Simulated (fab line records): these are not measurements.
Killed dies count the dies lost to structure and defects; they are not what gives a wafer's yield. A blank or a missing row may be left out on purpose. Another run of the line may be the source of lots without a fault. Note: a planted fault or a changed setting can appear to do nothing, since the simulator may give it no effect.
A struck lot beside a sound one || flow rit_cmos || 43 steps out of a route of 202
Sound: wafers L619.1, L619.2, L619.5. Struck: wafer L638.5 (left out: L638.2, L638.3 of the same lot, which were not struck); the cause appears at the end.
For every step that has rows: the tool of each side, followed by ch and its chambers, followed by its first start. Under that, the readings that differ: sound wafers || struck wafers || difference of the means || sigmas: that difference in standard deviations of wafers without a fault.
alike: words and numbers the same on both sides, and readings whose means are apart by under 2 such deviations; not compared: readings that were withheld, readings missing a value for some wafer, numbers with overlapping values and no deviation given by the record, and bounds like >300 which may hide the same value.
The two part at a step that has a row with sigmas, a row that says differs or no value, or rows on one side only. Numbers that don't overlap but have no deviation are shown without sigmas and don't part them. A reading that every wafer of one side lacks parts them only if that side has two wafers or more.

RIT_SDANNEAL_RTA_03: time 5 s.
  sound on rtp_anneal-02 ch 0, day 3 00:36; struck on rtp_anneal-01 ch 0, day 7 07:16
  alike: ramp_up_c_per_s, wafer_temp_C_max
RIT_SDANNEAL_RS_MEAS_04: measurement is done with a four-point probe.
  sound on film_metro-03 at day 3 00:40; struck on film_metro-02 at day 7 07:20
  alike: PSD_RS
RIT_SDANNEAL_RS_MEAS_05: measurement is done with a four-point probe.
  sound on film_metro-03 at day 3 00:47; struck on film_metro-02 at day 7 07:27
{"reading": "NSD_RS (ohm/sq)", "sound": "84.63 84.46 84.63", "struck": 84.02, "difference": -0.55, "sigmas": -2}
RIT_SDANNEAL_RS_MEAS_06: measurement is done with a four-point probe.
  sound on film_metro-03 at day 3 00:54; struck on film_metro-02 at day 7 07:34
  alike: PLDD_RS
RIT_SDANNEAL_RS_MEAS_07: measurement is done with a four-point probe.
  sound on film_metro-03 at day 3 01:01; struck on film_metro-02 at day 7 07:41
  alike: NLDD_RS
then, 1 step without rows for these wafers: RIT_SILICIDE_WET_ETCH_00 (etches SiO2 in BOE, target depth 14 nm, time 15 s).
RIT_SILICIDE_SPUTTER_01: material Ti, target thk 30 nm, time 240 s.
  sound on pvd_sputter-02 at day 3 01:09; struck on pvd_sputter-01 at day 7 07:49
{"reading": "throttle_valve_pct (%)", "sound": "28.6 29.1 29.0", "struck": 32.5, "difference": "+3.6", "sigmas": "+3"}
RIT_SILICIDE_RS_MEAS_02: measurement is done with a four-point probe.
  sound on film_metro-04 at day 3 01:18; struck on film_metro-03 at day 7 07:59
  alike: SILICIDE_TI_RS
RIT_SILICIDE_THK_MEAS_03: measures by xrf.
  sound on film_metro-04 at day 3 01:25; struck on film_metro-03 at day 7 08:05
  alike: SILICIDE_TI_THK
RIT_SILICIDE_RTA_04: time 10 s, ramp up 5 s, ramp down 5 s.
  sound on rtp_anneal-01 ch 0, day 3 01:29; struck on rtp_anneal-02 ch 0, day 7 08:09
  alike: wafer_temp_C_max
then, 2 steps without rows for these wafers: RIT_SILICIDE_WET_ETCH_05 (etches Ti in SPM, time 120 s); RIT_SILICIDE_RTA_06 (time 10 s, ramp up 5 s, ramp down 10 s).
RIT_CONTACT_CVD_00: deposits SiO2 from TEOS, target thk 400 nm, time 61 s.
  sound on pecvd-03 ch 0,2, day 3 01:40; struck on pecvd-01 ch 0, day 7 08:19
{"reading": "heater_power_w (W)", "sound": "270 337 289", "struck": 419, "difference": "+120", "sigmas": "+2"}
{"reading": "model.SiO2_of_CONTACT_CVD_00.thk_nm (nm)", "sound": "392 400.6 400.7", "struck": 305.2, "difference": -92.6, "sigmas": ""}
  not compared: since_wet_clean_h
RIT_CONTACT_THK_MEAS_01:
  sound on film_metro-01 at day 3 01:43; struck on film_metro-02 at day 7 08:22
{"reading": "CONTACT_TEOS_THK (nm)", "sound": "392 401 401", "struck": 305, "difference": -93, "sigmas": -17}
then, 6 steps without rows for these wafers: RIT_CONTACT_HMDS_02 (prime time 60 s); RIT_CONTACT_COAT_03 (resist thk 1000 nm); RIT_CONTACT_SOFTBAKE_04 (time 60 s); RIT_CONTACT_EXPOSE_05 (exposes mask M11, target cd 1000 nm); RIT_CONTACT_PEB_06; RIT_CONTACT_DEVELOP_07 (develop time 120 s).
RIT_CONTACT_CD_MEAS_08: the cd target is 1000 nm.
  sound on cd_sem-02 at day 3 02:52; struck on cd_sem-02 at day 7 09:32
  alike: cd_nm
RIT_CONTACT_OVL_MEAS_09:
  sound on overlay-02 at day 3 02:59; struck on overlay-01 at day 7 09:38
  alike: CONTACT_OVL
then, 1 step without rows for these wafers: RIT_CONTACT_HARDBAKE_10 (time 60 s).
RIT_CONTACT_ETCH_11: etches SiO2 in CHF3/CF4/Ar, stops on TiSi2, target depth 480 nm, time 320 s.
  sound on rie_diel-02 ch 0,2,3, day 3 03:13; struck on rie_diel-02 ch 1, day 7 09:49
{"reading": "model.CONTACT.feature_depth_nm (nm)", "sound": "392 400.6 400.7", "struck": 305.2, "difference": -92.6, "sigmas": ""}
{"reading": "model.etch.depth_nm (nm)", "sound": "392 400.6 400.7", "struck": 305.2, "difference": -92.6, "sigmas": ""}
  alike: drypump_motor_current_A, oes_product_au, throttle_valve_pct
  not compared: rf_hours_counter_h
RIT_CONTACT_STRIP_12: strips in O2, time 180 s.
  sound on plasma_asher-03 ch 0,1, day 3 03:25; struck on plasma_asher-03 ch 1, day 7 10:01
  alike: drypump_motor_current_A, o2_flow_sccm, rf_refl_power_W
  not compared: rf_hours_counter_h
RIT_CONTACT_CD_MEAS_90: the cd target is 1000 nm.
  sound on cd_sem-01 at day 3 03:35; struck on cd_sem-02 at day 7 10:13
  alike: cd_nm
then, 2 steps without rows for these wafers: RIT_CONTACT_CLEAN_13 (cleans in SC1, time 600 s); RIT_CONTACT_CLEAN_14 (cleans in SC2, time 600 s).
RIT_M1_SPUTTER_00: material Al, target thk 400 nm, time 500 s.
  sound on pvd_sputter-01 at day 3 04:04; struck on pvd_sputter-03 at day 7 10:56
  alike: throttle_valve_pct
RIT_M1_RS_MEAS_01: measurement is done with a four-point probe.
  sound on film_metro-01 at day 3 04:40; struck on film_metro-02 at day 7 11:17
  alike: M1_AL_RS
RIT_M1_THK_MEAS_02: measures by xrf.
  sound on film_metro-01 at day 3 04:47; struck on film_metro-02 at day 7 11:23
  alike: M1_AL_THK
then, 6 steps without rows for these wafers: RIT_M1_HMDS_03 (prime time 60 s); RIT_M1_COAT_04 (resist thk 1322 nm); RIT_M1_SOFTBAKE_05 (time 60 s); RIT_M1_EXPOSE_06 (exposes mask M12, target cd 2600 nm); RIT_M1_PEB_07; RIT_M1_DEVELOP_08 (develop time 68 s).
RIT_M1_CD_MEAS_09: the cd target is 2600 nm.
  sound on cd_sem-02 at day 3 05:51; struck on cd_sem-02 at day 7 12:28
  alike: cd_nm
RIT_M1_OVL_MEAS_10:
  sound on overlay-02 at day 3 05:58; struck on overlay-01 at day 7 12:34
  alike: M1_OVL
then, 1 step without rows for these wafers: RIT_M1_HARDBAKE_11 (time 120 s).
RIT_M1_METAL_ETCH_12: etches Al in Cl2/BCl3, stops on SiO2, time 165 s, target depth 600 nm.
  sound on rie_metal-03 ch 0,1, day 3 06:15; struck on rie_metal-02 ch 0, day 7 12:51
{"reading": "drypump_motor_current_A (A)", "sound": "5.2 5.2 5.2", "struck": 6.5, "difference": "+1.3", "sigmas": "+2"}
{"reading": "model.SiO2_of_CONTACT_CVD_00.thk_nm (nm)", "sound": "354.8 363.7 363.3", "struck": 269.5, "difference": -91.1, "sigmas": ""}
  alike: oes_product_au, throttle_valve_pct
  not compared: rf_hours_counter_h
then, 1 step without rows for these wafers: RIT_M1_STRIP_13 (strips in nmp, time 600 s).
RIT_M1_PROBE_99:
  sound on prober-01 at day 3 08:31; struck on prober-02 at day 7 15:47
{"reading": "killed_at_front_end", "sound": "5 10 6", "struck": 0, "difference": -7, "sigmas": -2}
{"reading": "killed_dies", "sound": "5 10 6", "struck": 0, "difference": -7, "sigmas": -2}
{"reading": "model.etest.field_p_metal.vt_v (V)", "sound": "-29.91 -30.41 -30", "struck": -24.86, "difference": "+5.25", "sigmas": ""}
{"reading": "model.etest.nmos_0p15.junction_log10_a_um", "sound": "-13.68 -13.53 -13.64", "struck": -13.15, "difference": "+0.47", "sigmas": ""}
{"reading": "model.etest.nmos_narrow.off_log10_a_um", "sound": "-13.27 -13.28 -13.17", "struck": -12.95, "difference": "+0.29", "sigmas": ""}
{"reading": "model.etest.nmos_0p3.off_log10_a_um", "sound": "-13.04 -13.11 -13.07", "struck": -12.93, "difference": "+0.14", "sigmas": ""}
{"reading": "model.etest.gate_end_array.leak_log10_a_um", "sound": "-12.91 -12.95 -12.95", "struck": -12.79, "difference": "+0.15", "sigmas": ""}
{"reading": "model.etest.antenna_contact.vt_shift_v (V)", "sound": "-0.01443 -0.0105 -0.01229", "struck": -0.02208, "difference": -0.00967, "sigmas": ""}
  alike: killed_at_contacts, killed_open, killed_short

## WHERE THEY PART
Earliest at RIT_SDANNEAL_RS_MEAS_05; latest, in this record, at RIT_M1_PROBE_99.

WHY: what the simulator had put in
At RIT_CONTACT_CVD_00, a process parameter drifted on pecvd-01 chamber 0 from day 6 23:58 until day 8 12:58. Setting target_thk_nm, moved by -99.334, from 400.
